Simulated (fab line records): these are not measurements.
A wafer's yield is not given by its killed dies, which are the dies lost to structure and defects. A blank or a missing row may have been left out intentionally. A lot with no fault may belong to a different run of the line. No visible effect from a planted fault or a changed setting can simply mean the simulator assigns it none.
Matching of chambers | flow berkeley_cmos170 | 3 sister chambers for UCB170_V2_CVD_00 on pecvd-02
The step deposits SiO2 from TEOS/O2, target thk 2000 nm, time 250 s. 6 wafers are shown with their chamber, then 7 later ones without.

## EACH WAFER AND ITS CHAMBER
wafer  | chamber | heater_power_w (W)
L406.5 | 2       | 158
L409.1 | 0       | 241
L409.3 | 1       | 382
L409.6 | 2       | 159
L410.1 | 0       | 209
L410.3 | 1       | 380

## WAFERS WITH NO CHAMBER GIVEN
wafer  | heater_power_w (W)
L410.6 | 287
L416.1 | 193
L416.2 | 320
L416.6 | 253
L417.1 | 348
L417.2 | 186
L417.3 | 237

## THE CHAMBER EACH PASSED THROUGH
wafer  | from the rows above     | in truth
L410.6 | 0                       | 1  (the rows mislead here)
L416.1 | can't be placed: 0 or 2 | 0
L416.2 | 1                       | 1
L416.6 | 0                       | 0
L417.1 | 1                       | 1
L417.2 | can't be placed: 2 or 0 | 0
L417.3 | 0                       | 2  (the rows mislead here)
Placed correctly: 3 of 7. Cannot be placed on the basis of these rows: 2; the candidates contain the true chamber in 2. Wrongly placed: 2.
How it was worked out, from the rows above alone: a wafer's distance from a chamber is the root of the sum, over the readings, of the square of ((its reading less the chamber's mean) divided by the reading's scatter). The wafer belongs to the nearest chamber; if the next one is less than 2 further off, it can't be placed. Each chamber's mean is taken over the wafers shown for it. The scatter: the root of (the sum of the squares of (reading less its chamber's mean) over the shown wafers, divided by (wafers less chambers)).
